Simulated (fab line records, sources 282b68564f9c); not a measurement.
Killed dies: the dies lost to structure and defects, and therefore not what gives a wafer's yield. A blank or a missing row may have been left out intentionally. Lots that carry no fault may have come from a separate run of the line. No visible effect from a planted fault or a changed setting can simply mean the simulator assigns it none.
fab line records + flow ritCmos
record
- lots=14
- wafers=42
- lastDay=7
route steps=202 shown ACTIVE@15 PWELL@48 PLDD@120 SPACER@128 M1@202
lots with no fault: from the same line, run without faults
startH: hours from the record's opening day to when the first of the lot's shown wafers began + waitH: time in hours since the lot's previous step + " as in the row above + L1.1+2: a single row standing in for several wafers + - no value present, or no start provided + * or withheld: withheld + < > ~ a bound
route shown NAME@n: names a module that has steps shown in the file, with the first one's number in the route + usual: mean/standard deviation of fault-free wafers + same: alike in all rows + chamber/n: place in a boat + sites: per-site readings + _std_site: their standard deviation + _edge_site: inner sites' mean taken away from outer sites' mean + radiusMm: how far each site lies from the wafer's centre + mask NAME#n: copy n + behind: tool/chamber where the wafer was last shaped + hold: the reason the lot was held/the length of the hold in hours/how it ended + device: which transistor (n, p or np) failed to switch + end of line: tests run on the same wafers once the route is complete + where a step has no rows: the recipe by itself + killed: not the wafer's yield, but the dies lost to structure and defects at the first sort + map: the dies of a wafer, with x for killed, . for not killed, _ for no die there
set.NAME: the setting that was run; set.NAME@STEP: the one run at that earlier step + model.NAME: the simulator's own value behind a step, which no gauge read
steps of the route over a sample of lots; a table a step, a row a wafer
services: the hour from which a tool's chamber was out of use, counted from the record's first day as startH (under 0 if before that day), plus the number of hours and why
## steps
# step RIT_ACTIVE_STRIP_14
# recipe
- chemistry=O2
- timeS=180
- resist=NOVOLAK
- platenTempC=withheld
- powerW=500
- pressureMtorr=4000
- o2FlowSccm=4000
# usual
- drypumpMotorCurrentA=6.2/0.4
- rfReflPowerW=6.3/1.3
| lot.wafer | tool           | chamber | startH | waitH | drypumpMotorCurrentA | rfHoursCounterH | rfReflPowerW |
|-----------|----------------|---------|--------|-------|----------------------|-----------------|--------------|
| L833.1    | plasmaAsher-03 | 0       | 14.97  | 0.1   | 6.3                  | 37              | 6.2          |
| L833.5    | "              | 0       | "      | "     | 6.3                  | -               | 6.4          |
| L833.6    | "              | 1       | "      | "     | 5.6                  | -               | 5.4          |
| L835.3    | plasmaAsher-03 | 0       | 27.19  | 0.1   | 6.3                  | -               | 6.2          |
| L835.4    | "              | 1       | "      | "     | 5.6                  | -               | 5.5          |
| L835.6    | "              | 1       | "      | "     | 5.6                  | -               | 5.6          |
| L836.2    | plasmaAsher-02 | 0       | 30.07  | 0.1   | 6.4                  | 23              | 5.6          |
| L836.3    | "              | 0       | "      | "     | 6.4                  | -               | 5.6          |
| L836.4    | "              | 1       | "      | "     | 5.6                  | -               | 9.1          |
| L838.1    | plasmaAsher-01 | 0       | 39.84  | 0.1   | 6.6                  | 39              | 6.0          |
| L838.3    | "              | 1       | "      | "     | 6.4                  | -               | 5.7          |
| L838.5    | "              | 1       | "      | "     | 6.4                  | -               | 5.3          |
| L840.1    | plasmaAsher-02 | 0       | 49.97  | 0.1   | 6.4                  | 26              | 5.5          |
| L840.3    | "              | 0       | "      | "     | 6.4                  | -               | 5.8          |
| L840.5    | "              | 0       | "      | "     | 6.4                  | -               | 5.4          |
| L842.2    | plasmaAsher-01 | 1       | 60.68  | 0.1   | 6.4                  | 41              | 5.5          |
| L842.3    | "              | 1       | "      | "     | 6.4                  | -               | 5.2          |
| L842.6    | "              | 0       | "      | "     | 6.6                  | -               | 5.9          |
| L843.3    | plasmaAsher-03 | 0       | 66.60  | 0.1   | 6.3                  | -               | 6.3          |
| L843.4    | "              | 1       | "      | "     | 5.6                  | -               | 5.9          |
| L843.6    | "              | 1       | "      | "     | 5.6                  | -               | 5.9          |
| L844.1    | plasmaAsher-02 | 0       | 70.20  | 0.1   | 6.4                  | 28              | 6.0          |
| L844.3    | "              | 1       | "      | "     | 5.6                  | -               | 9.3          |
| L844.6    | "              | 0       | "      | "     | 6.4                  | -               | 5.7          |
| L845.1    | plasmaAsher-03 | 1       | 75.55  | 0.1   | 5.6                  | 43              | 6.3          |
| L845.2    | "              | 0       | "      | "     | 6.3                  | 43              | 6.5          |
| L845.3    | "              | 0       | "      | "     | 6.3                  | -               | 6.5          |
| L846.2    | plasmaAsher-01 | 0       | 80.72  | 0.1   | 6.7                  | 42              | 6.0          |
| L846.4    | "              | 0       | "      | "     | 6.6                  | -               | 6.0          |
| L846.5    | "              | 1       | "      | "     | 6.4                  | -               | 5.5          |
| L848.1    | plasmaAsher-01 | 0       | 89.84  | 0.1   | 6.6                  | 44              | 5.8          |
| L848.3    | "              | 0       | "      | "     | 6.6                  | -               | 5.8          |
| L848.4    | "              | 1       | "      | "     | 6.4                  | -               | 5.4          |
| L849.1    | plasmaAsher-03 | 0       | 96.25  | 0.1   | 6.3                  | 46              | 6.4          |
| L849.5    | "              | 0       | "      | "     | 6.3                  | -               | 6.6          |
| L849.6    | "              | 1       | "      | "     | 5.6                  | -               | 5.7          |
| L850.2    | plasmaAsher-01 | 1       | 99.97  | 0.1   | 6.4                  | 45              | 5.6          |
| L850.4    | "              | 0       | "      | "     | 6.6                  | -               | 6.1          |
| L850.5    | "              | 0       | "      | "     | 6.6                  | -               | 5.9          |
| L855.1    | plasmaAsher-01 | 1       | 124.97 | 0.1   | 6.4                  | 48              | 5.6          |
| L855.2    | "              | 0       | "      | "     | 6.6                  | 48              | 5.8          |
| L855.4    | "              | 1       | "      | "     | 6.4                  | -               | 5.6          |
# step RIT_PWELL_STRIP_09
# recipe
- chemistry=O2
- timeS=180
- resist=NOVOLAK
- platenTempC=withheld
- powerW=500
- pressureMtorr=4000
- o2FlowSccm=4000
# usual
- drypumpMotorCurrentA=6.0/0.45
- rfReflPowerW=6.3/1.1
| lot.wafer | tool           | chamber | startH | waitH | drypumpMotorCurrentA | rfHoursCounterH | rfReflPowerW |
|-----------|----------------|---------|--------|-------|----------------------|-----------------|--------------|
| L833.1    | plasmaAsher-04 | 1       | 22.44  | 0.1   | 5.4                  | 37              | 8.1          |
| L833.5    | "              | 1       | "      | "     | 5.4                  | -               | 8.9          |
| L833.6    | "              | 0       | "      | "     | 5.8                  | -               | 5.5          |
| L835.3    | plasmaAsher-01 | 0       | 35.85  | 0.1   | 6.7                  | -               | 6.0          |
| L835.4    | "              | 1       | "      | "     | 6.4                  | -               | 5.4          |
| L835.6    | "              | 0       | "      | "     | 6.6                  | -               | 6.1          |
| L836.2    | plasmaAsher-04 | 1       | 39.97  | 0.1   | 5.4                  | 39              | 8.9          |
| L836.3    | "              | 1       | "      | "     | 5.4                  | -               | 9.3          |
| L836.4    | "              | 0       | "      | "     | 5.8                  | -               | 5.7          |
| L838.1    | plasmaAsher-01 | 1       | 48.17  | 0.1   | 6.4                  | 40              | 5.7          |
| L838.3    | "              | 1       | "      | "     | 6.4                  | -               | 5.3          |
| L838.5    | "              | 0       | "      | "     | 6.6                  | -               | 5.9          |
| L840.1    | plasmaAsher-04 | 0       | 58.22  | 0.1   | 5.8                  | 41              | 5.5          |
| L840.3    | "              | 1       | "      | "     | 5.4                  | -               | 9.0          |
| L840.5    | "              | 1       | "      | "     | 5.4                  | -               | 8.2          |
| L842.2    | plasmaAsher-03 | 0       | 68.04  | 0.1   | 6.3                  | 43              | 6.3          |
| L842.3    | "              | 0       | "      | "     | 6.3                  | -               | 6.1          |
| L842.6    | "              | 0       | "      | "     | 6.3                  | -               | 6.2          |
| L843.3    | plasmaAsher-04 | 1       | 74.11  | 0.1   | 5.4                  | -               | 8.4          |
| L843.4    | "              | 0       | "      | "     | 5.8                  | -               | 5.6          |
| L843.6    | "              | 1       | "      | "     | 5.4                  | -               | 8.6          |
| L844.1    | plasmaAsher-04 | 0       | 77.50  | 0.1   | 5.8                  | 43              | 5.7          |
| L844.3    | "              | 1       | "      | "     | 5.4                  | -               | 8.8          |
| L844.6    | "              | 1       | "      | "     | 5.4                  | -               | 8.9          |
| L845.1    | plasmaAsher-01 | 1       | 82.82  | 0.1   | 6.4                  | 43              | 5.9          |
| L845.2    | "              | 0       | "      | "     | 6.6                  | 43              | 6.1          |
| L845.3    | "              | 1       | "      | "     | 6.4                  | -               | 5.3          |
| L846.2    | plasmaAsher-01 | 0       | 88.30  | 0.1   | 6.6                  | 43              | 6.1          |
| L846.4    | "              | 1       | "      | "     | 6.4                  | -               | 5.4          |
| L846.5    | "              | 0       | "      | "     | 6.6                  | -               | 6.1          |
| L848.1    | plasmaAsher-03 | 1       | 97.34  | 0.1   | 5.6                  | 46              | 5.8          |
| L848.3    | "              | 0       | "      | "     | 6.3                  | -               | 6.3          |
| L848.4    | "              | 1       | "      | "     | 5.6                  | -               | 5.9          |
| L849.1    | plasmaAsher-03 | 1       | 103.75 | 0.1   | 5.6                  | 47              | 5.8          |
| L849.5    | "              | 0       | "      | "     | 6.3                  | -               | 6.6          |
| L849.6    | "              | 1       | "      | "     | 5.6                  | -               | 5.6          |
| L850.2    | plasmaAsher-01 | 0       | 107.40 | 0.1   | 6.6                  | 46              | 6.0          |
| L850.4    | "              | 1       | "      | "     | 6.4                  | -               | 5.7          |
| L850.5    | "              | 1       | "      | "     | 6.4                  | -               | 5.6          |
| L855.1    | plasmaAsher-03 | 1       | 132.53 | 0.1   | 5.6                  | 2               | 5.3          |
| L855.2    | "              | 0       | "      | "     | 6.3                  | 2               | 6.2          |
| L855.4    | "              | 1       | "      | "     | 5.6                  | -               | 5.6          |
# step RIT_PLDD_OVL_MEAS_06
# usual
- PLDD_OVL=-0.1/1.5
| lot.wafer | tool       | chamber | startH | waitH | PLDD_OVL[nm] |
|-----------|------------|---------|--------|-------|--------------|
| L833.1    | overlay-02 | -       | 43.95  | -     | -2.5         |
| L833.5    | "          | -       | "      | "     | -2.8         |
| L833.6    | "          | -       | "      | "     | -2.0         |
| L835.3    | overlay-01 | -       | 57.28  | -     | 0.4          |
| L835.4    | "          | -       | "      | "     | -1.9         |
| L835.6    | "          | -       | "      | "     | -2.2         |
| L836.2    | overlay-02 | -       | 61.07  | -     | 0.4          |
| L836.3    | "          | -       | "      | "     | -0.5         |
| L836.4    | "          | -       | "      | "     | 0.4          |
| L838.1    | overlay-01 | -       | 71.88  | -     | -2.6         |
| L838.3    | "          | -       | "      | "     | -0.6         |
| L838.5    | "          | -       | "      | "     | -0.9         |
| L840.1    | overlay-02 | -       | 79.69  | -     | -0.2         |
| L840.3    | "          | -       | "      | "     | -1.8         |
| L840.5    | "          | -       | "      | "     | 0.1          |
| L842.2    | overlay-02 | -       | 89.16  | -     | -0.6         |
| L842.3    | "          | -       | "      | "     | -0.4         |
| L842.6    | "          | -       | "      | "     | -1.0         |
| L843.3    | overlay-01 | -       | 94.13  | -     | 0.5          |
| L843.4    | "          | -       | "      | "     | 0.6          |
| L843.6    | "          | -       | "      | "     | 0.6          |
| L844.1    | overlay-01 | -       | 98.68  | -     | 1.3          |
| L844.3    | "          | -       | "      | "     | 0.1          |
| L844.6    | "          | -       | "      | "     | 1.6          |
| L845.1    | overlay-02 | -       | 103.58 | -     | -0.6         |
| L845.2    | "          | -       | "      | "     | -0.4         |
| L845.3    | "          | -       | "      | "     | -2.6         |
| L846.2    | overlay-01 | -       | 108.29 | -     | 1.1          |
| L846.4    | "          | -       | "      | "     | 0.6          |
| L846.5    | "          | -       | "      | "     | 3.5          |
| L848.1    | overlay-01 | -       | 117.83 | -     | -0.7         |
| L848.3    | "          | -       | "      | "     | 0.7          |
| L848.4    | "          | -       | "      | "     | -0.4         |
| L849.1    | overlay-02 | -       | 124.08 | -     | -1.5         |
| L849.5    | "          | -       | "      | "     | 0.0          |
| L849.6    | "          | -       | "      | "     | 0.1          |
| L850.2    | overlay-02 | -       | 127.95 | -     | -2.1         |
| L850.4    | "          | -       | "      | "     | -1.2         |
| L850.5    | "          | -       | "      | "     | -0.7         |
| L855.1    | overlay-02 | -       | 153.37 | -     | 0.1          |
| L855.2    | "          | -       | "      | "     | -0.7         |
| L855.4    | "          | -       | "      | "     | 0.4          |
# step RIT_SPACER_CVD_03
# recipe
- material=Si3N4
- targetThkNm=250
- tempC=810
- precursor=SiH2Cl2/NH3
- timeS=3226
- pressureMtorr=300
- sih2cl2FlowSccm=60
- nh3FlowSccm=150
# usual
- sih2cl2FlowSccm=60.01/0.17
| lot.wafer | tool     | chamber | startH | waitH | sih2cl2FlowSccm |
|-----------|----------|---------|--------|-------|-----------------|
| L833.1    | lpcvd-02 | 0       | 44.89  | 0.0   | 59.81           |
| L833.5    | "        | 0       | "      | "     | 59.90           |
| L833.6    | "        | 0       | "      | "     | 60.05           |
| L835.3    | lpcvd-01 | 0       | 58.53  | 0.3   | 60.09           |
| L835.4    | "        | 0       | "      | "     | 59.74           |
| L835.6    | "        | 0       | "      | "     | 60.34           |
| L836.2    | lpcvd-01 | 1       | 62.00  | 0.0   | 60.08           |
| L836.3    | "        | 1       | "      | "     | 60.12           |
| L836.4    | "        | 1       | "      | "     | 60.00           |
| L838.1    | lpcvd-02 | 0       | 72.83  | 0.0   | 60.09           |
| L838.3    | "        | 0       | "      | "     | 59.85           |
| L838.5    | "        | 0       | "      | "     | 59.96           |
| L840.1    | lpcvd-01 | 0       | 80.64  | 0.0   | 60.00           |
| L840.3    | "        | 0       | "      | "     | 60.20           |
| L840.5    | "        | 0       | "      | "     | 60.13           |
| L842.2    | lpcvd-01 | 0       | 90.23  | 0.0   | 60.43           |
| L842.3    | "        | 0       | "      | "     | 60.02           |
| L842.6    | "        | 0       | "      | "     | 60.05           |
| L843.3    | lpcvd-02 | 1       | 95.09  | 0.0   | 60.02           |
| L843.4    | "        | 1       | "      | "     | 60.05           |
| L843.6    | "        | 1       | "      | "     | 60.26           |
| L844.1    | lpcvd-01 | 0       | 99.69  | 0.0   | 59.94           |
| L844.3    | "        | 0       | "      | "     | 59.62           |
| L844.6    | "        | 0       | "      | "     | 59.84           |
| L845.1    | lpcvd-02 | 0       | 104.65 | 0.0   | 59.97           |
| L845.2    | "        | 0       | "      | "     | 59.91           |
| L845.3    | "        | 0       | "      | "     | 59.99           |
| L846.2    | lpcvd-01 | 0       | 109.29 | 0.0   | 60.20           |
| L846.4    | "        | 0       | "      | "     | 59.95           |
| L846.5    | "        | 0       | "      | "     | 60.10           |
| L848.1    | lpcvd-02 | 1       | 120.15 | 0.0   | 59.91           |
| L848.3    | "        | 1       | "      | "     | 59.82           |
| L848.4    | "        | 1       | "      | "     | 60.01           |
| L849.1    | lpcvd-01 | 0       | 125.53 | 0.0   | 72.32           |
| L849.5    | "        | 0       | "      | "     | 72.28           |
| L849.6    | "        | 0       | "      | "     | 72.36           |
| L850.2    | lpcvd-01 | 0       | 128.92 | 0.0   | 72.10           |
| L850.4    | "        | 0       | "      | "     | 71.75           |
| L850.5    | "        | 0       | "      | "     | 72.14           |
| L855.1    | lpcvd-02 | 0       | 154.31 | 0.0   | 60.17           |
| L855.2    | "        | 0       | "      | "     | 60.18           |
| L855.4    | "        | 0       | "      | "     | 60.23           |
# step RIT_SPACER_THK_MEAS_04
# recipe
- reads=Si3N4_of_SPACER_CVD_03
# usual
- SPACER_NITRIDE_THK=245.2/1.8
| lot.wafer | tool         | chamber | startH | waitH | SPACER_NITRIDE_THK[nm] |
|-----------|--------------|---------|--------|-------|------------------------|
| L833.1    | filmMetro-02 | -       | 46.81  | 0.0   | 244.3                  |
| L833.5    | "            | -       | "      | "     | 243.7                  |
| L833.6    | "            | -       | "      | "     | 244.1                  |
| L835.3    | filmMetro-01 | -       | 60.46  | 0.0   | 246.0                  |
| L835.4    | "            | -       | "      | "     | 246.0                  |
| L835.6    | "            | -       | "      | "     | 246.4                  |
| L836.2    | filmMetro-02 | -       | 63.93  | 0.0   | 244.1                  |
| L836.3    | "            | -       | "      | "     | 243.5                  |
| L836.4    | "            | -       | "      | "     | 243.8                  |
| L838.1    | filmMetro-02 | -       | 75.71  | 0.0   | 244.0                  |
| L838.3    | "            | -       | "      | "     | 244.3                  |
| L838.5    | "            | -       | "      | "     | 244.9                  |
| L840.1    | filmMetro-02 | -       | 82.56  | 0.0   | 247.2                  |
| L840.3    | "            | -       | "      | "     | 245.2                  |
| L840.5    | "            | -       | "      | "     | 245.7                  |
| L842.2    | filmMetro-01 | -       | 92.16  | 0.0   | 244.6                  |
| L842.3    | "            | -       | "      | "     | 245.3                  |
| L842.6    | "            | -       | "      | "     | 245.1                  |
| L843.3    | filmMetro-01 | -       | 97.02  | 0.0   | 244.2                  |
| L843.4    | "            | -       | "      | "     | 243.3                  |
| L843.6    | "            | -       | "      | "     | 242.8                  |
| L844.1    | filmMetro-01 | -       | 101.60 | 0.0   | 245.9                  |
| L844.3    | "            | -       | "      | "     | 244.6                  |
| L844.6    | "            | -       | "      | "     | 246.6                  |
| L845.1    | filmMetro-04 | -       | 106.57 | 0.0   | 248.1                  |
| L845.2    | "            | -       | "      | "     | 247.9                  |
| L845.3    | "            | -       | "      | "     | 249.1                  |
| L846.2    | filmMetro-04 | -       | 112.18 | 0.0   | 241.8                  |
| L846.4    | "            | -       | "      | "     | 242.0                  |
| L846.5    | "            | -       | "      | "     | 241.0                  |
| L848.1    | filmMetro-04 | -       | 122.07 | 0.0   | 243.0                  |
| L848.3    | "            | -       | "      | "     | 242.3                  |
| L848.4    | "            | -       | "      | "     | 244.6                  |
| L849.1    | filmMetro-02 | -       | 127.44 | 0.0   | 262.0                  |
| L849.5    | "            | -       | "      | "     | 257.9                  |
| L849.6    | "            | -       | "      | "     | 261.2                  |
| L850.2    | filmMetro-02 | -       | 130.84 | 0.0   | 257.8                  |
| L850.4    | "            | -       | "      | "     | 255.7                  |
| L850.5    | "            | -       | "      | "     | 258.5                  |
| L855.1    | filmMetro-02 | -       | 156.23 | 0.0   | 245.6                  |
| L855.2    | "            | -       | "      | "     | 243.6                  |
| L855.4    | "            | -       | "      | "     | 245.5                  |
# step RIT_M1_PROBE_99
# usual
- killedAtContacts=0.1/0.25
- killedAtFrontEnd=6.3/2.9
- killedDies=6.4/2.9
- killedOpen=3.3/2.1
- killedShort=3.1/1.7
# same
- grossDies=264
- killed_at_M0_to_M3=0
- killed_at_M4_up=0
- killedAtBackSide=0
- killedAtOther=0
| lot.wafer | tool      | chamber | startH | waitH | killedAtContacts | killedAtFrontEnd | killedDies | killedOpen | killedShort |
|-----------|-----------|---------|--------|-------|------------------|------------------|------------|------------|-------------|
| L840.1    | prober-02 | -       | 93.60  | 0.1   | 0                | 10               | 10         | 4          | 6           |
| L840.3    | prober-02 | -       | 93.70  | 0.2   | 0                | 5                | 5          | 2          | 3           |
| L840.5    | prober-02 | -       | 93.80  | 0.2   | 0                | 7                | 7          | 5          | 2           |
| L850.4    | prober-01 | -       | 143.20 | 0.2   | 0                | 10               | 10         | 6          | 4           |
# killed by level:class
L840.1 FOX1:geometricParticle:short=2 REOX:geometricParticle:short=2 SILICIDE:geometricParticle:open=2 GATE:geometricParticle:open=1 GATE:geometricParticle:short=1 REOX:geometricParticle:open=1 SILICIDE:geometricParticle:short=1
L840.3 FOX2:geometricParticle:short=1 GATE:geometricParticle:short=1 GATE:geometricParticle:open=1 SPACER:geometricParticle:short=1 SPACER:geometricParticle:open=1
L840.5 FOX2:geometricParticle:open=2 REOX:geometricParticle:open=2 FOX1:geometricParticle:open=1 FOX1:geometricParticle:short=1 SILICIDE:geometricParticle:short=1
L850.4 FOX2:geometricParticle:open=3 SILICIDE:geometricParticle:short=2 FOX1:geometricParticle:open=1 GATE:geometricParticle:open=1 REOX:geometricParticle:open=1 REOX:geometricParticle:short=1 SPACER:geometricParticle:short=1
## services
| tool           | chamber | startH | hours | kind      |
|----------------|---------|--------|-------|-----------|
| plasmaAsher-04 | -       | -7.22  | 14.6  | pm        |
| plasmaAsher-02 | -       | 19.31  | 3.5   | repair    |
| lpcvd-02       | -       | 38.00  | 2.7   | repair    |
| plasmaAsher-01 | -       | 46.11  | 1.4   | repair    |
| plasmaAsher-03 | -       | 52.92  | 0.6   | repair    |
| plasmaAsher-01 | -       | 76.21  | 2.8   | pm        |
| plasmaAsher-03 | -       | 108.80 | 9.0   | pm        |
| plasmaAsher-03 | 0       | 108.80 | 9.0   | ventCycle |
| plasmaAsher-03 | 1       | 108.80 | 9.0   | ventCycle |
| plasmaAsher-02 | -       | 110.74 | 10.5  | repair    |
| plasmaAsher-03 | 0       | 117.80 | -     | clean     |
| plasmaAsher-03 | 1       | 117.80 | -     | clean     |
| plasmaAsher-04 | -       | 125.93 | 8.0   | repair    |
## key
firstSign
- step=RIT_SPACER_CVD_03
- reading=sih2cl2FlowSccm
- direction=up
- sigmas=71
- usual=60.01
- struck=72.16
effect
- step=RIT_SPACER_THK_MEAS_04
- reading=SPACER_NITRIDE_THK
- direction=up
- sigmas=7.4
- usual=245.2
- struck=258.8
metAt RIT_SPACER_CVD_03
struckLots L849,L850
testerLeftOut L849,L850
notActingAt RIT_ACTIVE_STRIP_14,RIT_PWELL_STRIP_09,RIT_PLDD_OVL_MEAS_06
onsetBetween 109.29 125.53
fault
- kind=processParameterDrift
- tool=lpcvd-01
- chamber=-
- onsetH=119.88
- steps=RIT_SPACER_CVD_03
- channel=sih2cl2FlowSccm
- offset=12
- shape=step
- endH=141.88
- actsIn=theseRecipesOnly
- stated=60
# testerLeftOut: of these lots the tester's yield and bins aren't shown, on N5 and GAA mostly nor the transistor test; their killed dies are dies lost to structure and defects alone, not to doping, threshold or leakage, so they don't give the yield
